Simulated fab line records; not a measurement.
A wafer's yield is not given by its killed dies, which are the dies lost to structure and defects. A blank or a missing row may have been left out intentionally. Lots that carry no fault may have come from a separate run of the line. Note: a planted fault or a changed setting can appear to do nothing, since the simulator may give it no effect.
A lot that was struck, set against a sound lot || flow rit cmos || 15 steps out of a route of 202
Sound: the wafers L922.1, L922.2, L922.4. The struck wafers were L931.3, L931.4, L931.5. Last of all comes the cause.
Per side, at each step with rows, come the tool, then ch with its chambers, and then its first start. Under that, the readings that differ: sound wafers || struck wafers || difference of the means || sigmas: that difference in standard deviations of wafers without a fault.
alike: words and numbers the same on both sides, and readings whose means are apart by under 2 such deviations; not compared: readings that were withheld, readings missing a value for some wafer, numbers with overlapping values and no deviation given by the record, and bounds like >300 which may hide the same value.
The two part at a step that has a row with sigmas, a row that says differs or no value, or rows on one side only. Numbers that have no deviation but don't overlap get no sigmas and don't part them. A reading that every wafer of one side lacks parts them only if that side has two wafers or more.

RIT_ACTIVE_THK_MEAS_02:
  sound on film metro-02 at day 2 03:41; struck on film metro-02 at day 4 00:04
{"reading": "ACTIVE_OXIDE_THK (nm)", "sound": "47.0 47.2 47.1", "struck": "45.2 45.8 45.0", "difference": -1.8, "sigmas": -2}
then, 1 step without rows for these wafers: RIT_ACTIVE_CVD_03 (deposits Si3N4 from SiH2Cl2/NH3, target thk 150 nm, time 1500 s).
RIT_ACTIVE_THK_MEAS_04:
  sound on film metro-01 at day 2 05:37; struck on film metro-02 at day 4 01:33
  alike: ACTIVE_NITRIDE_THK
then, 6 steps without rows for these wafers: RIT_ACTIVE_HMDS_05 (prime time 60 s); RIT_ACTIVE_COAT_06 (resist thk 1000 nm); RIT_ACTIVE_SOFTBAKE_07 (time 60 s); RIT_ACTIVE_EXPOSE_08 (exposes mask M1, target cd 1400 nm); RIT_ACTIVE_PEB_09; RIT_ACTIVE_DEVELOP_10 (develop time 50 s).
RIT_ACTIVE_CD_MEAS_11: the cd target is 1400 nm.
  sound on cd sem-01 at day 2 06:32; struck on cd sem-01 at day 4 02:36
  alike: cd nm
then, 1 step without rows for these wafers: RIT_ACTIVE_HARDBAKE_12 (time 60 s).
RIT_ACTIVE_ETCH_13: etches Si3N4 in SF6, stops on SiO2, time 210 s, target depth 210 nm.
  sound on rie diel-01 ch 1,2,3, day 2 06:48; struck on rie diel-04 ch 2,3, day 4 02:58
  alike: drypump motor current A, oes product au, throttle valve pct
  not compared: rf hours counter h
RIT_ACTIVE_STRIP_14: strips in O2, time 180 s.
  sound on plasma asher-01 ch 0,1, day 2 06:56; struck on plasma asher-02 ch 0,1, day 4 03:10
{"reading": "chamber pressure mTorr (mTorr)", "sound": "4000 3996 3999", "struck": "4807 4794 4803", "difference": "+803", "sigmas": "+99 or more"}
  alike: drypump motor current A
  not compared: rf hours counter h
RIT_ACTIVE_CD_MEAS_90: the cd target is 1400 nm.
  sound on cd sem-01 at day 2 07:07; struck on cd sem-02 at day 4 03:19
  alike: cd nm
RIT_M1_PROBE_99:
  sound on prober-01 at day 4 07:28; struck on prober-02 at day 6 01:35
{"reading": "killed at front end", "sound": "7 3 3", "struck": "9 14 12", "difference": "+7", "sigmas": "+2"}
{"reading": "killed dies", "sound": "7 3 3", "struck": "9 15 12", "difference": "+8", "sigmas": "+2"}
{"reading": "killed open", "sound": "2 1 3", "struck": "5 9 7", "difference": "+5", "sigmas": "+2"}
  alike: killed_at_M0_to_M3, killed at contacts, killed short

WHERE THEY PART
Last at RIT_M1_PROBE_99 as far as this record goes, first at RIT_ACTIVE_THK_MEAS_02.

WHY: whatever the simulator had introduced
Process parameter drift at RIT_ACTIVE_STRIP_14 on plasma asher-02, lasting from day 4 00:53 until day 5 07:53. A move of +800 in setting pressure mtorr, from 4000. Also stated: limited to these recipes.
